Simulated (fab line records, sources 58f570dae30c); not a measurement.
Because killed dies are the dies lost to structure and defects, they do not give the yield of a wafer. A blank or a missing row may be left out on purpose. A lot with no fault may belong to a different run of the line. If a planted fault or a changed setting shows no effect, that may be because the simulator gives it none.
Code-filled problem report in 8D (eight disciplines) form    flow berkeleyCmos170    the parts of the form that need people (team, actions taken, sign-off) are left out

## 1. WHAT IS WRONG
Across 9 wafers from 3 lots, NLDD_RS at UCB170_SDANNEAL_RS_MEAS_05 averages 647.4 ohm/sq, while fault-free wafers read 616.3 ohm/sq with a standard deviation of 1.4. Measured from the usual mean, that is +22 standard deviations.
The step: measures by four-point-probe.
Seen first at day 11 06:11 on filmMetro-02, wafer L711.1. The record holds 45 wafers of 15 lots with a number at this step. Rule for "out" (also "out of limits"): further than 4 standard deviations from the usual mean. All remaining wafers that have a number are taken as sound.

## 2. WHAT IT IS; WHAT IT IS NOT
question                     is                          is not
which readings at this step  NLDD_RS                     -
which lots                   L711, L713, L714            L692, L693, L697, L698, L700, L701, L702, L703, L704, L705, L707, L712
which wafers of those lots   all that have a number      -
read on which gauges         filmMetro-01, filmMetro-02  filmMetro-03
when                         from day 11 06:11           up to then (33 sound wafers); but 3 sound wafers of L712 came after

## 3. THE SUSPECTS, EACH WITH WHAT RULES IT OUT
Counting: a tool stays on the suspect list if, at a process step up to the reading, it processed all lots that are out and no sound lot following the first of them.
- the gauge at UCB170_SDANNEAL_RS_MEAS_05 has been ruled out. Those wafers that are out were read across 2 gauges (filmMetro-01, filmMetro-02).
- implanter-02 at UCB170_NLDD_IMPLANT_08: kept. It ran every lot that is out, first L711 (day 10 17:51), and no sound lot after that; its last sound lot up to then is L702 (day 8 11:58).
The count leaves implanter-02 at UCB170_NLDD_IMPLANT_08.

## 4. THE CAUSE (what the simulator had put in)
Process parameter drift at UCB170_NLDD_IMPLANT_08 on implanter-02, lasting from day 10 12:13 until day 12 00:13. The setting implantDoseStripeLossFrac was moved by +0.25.
After counting, this tool was the only one left.

## 5. THE EFFECT CHAIN, in route order
One row per reading whose mean, taken over the struck wafers that have a number, lies over 3 standard deviations from the usual. Readings are gone through only where the record gives a usual standard deviation; hours: the median, over the lots, of the time from a lot's start at the first step in this table giving one to that lot's start at this step; sigmas: the change measured in usual standard deviations.
hours  step                        reading  usual         on struck wafers  change  sigmas
0      UCB170_SDANNEAL_RS_MEAS_05  NLDD_RS  616.3 ohm/sq  647.4             +31.1   +22
Later measuring or inspecting steps at which every struck wafer that the step has a row for has a number for every such reading, and none has moved that far: UCB170_V2_THK_MEAS_01.

## 6. WHAT WOULD HAVE CAUGHT IT SOONER
In this record the first reading out of limits at a measuring or inspecting step was taken at day 11 06:11, 18 hours after the fault began at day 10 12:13.
Of the tool readings at UCB170_NLDD_IMPLANT_08 for which the record gives a usual standard deviation, none was out on any struck wafer, so an alarm limit of 4 standard deviations on them would not have fired.
Each of the lots that are out, 3 in all, had begun UCB170_NLDD_IMPLANT_08 on implanter-02 no later than day 11 06:11. None of them would have been spared by holding the tool at that moment.
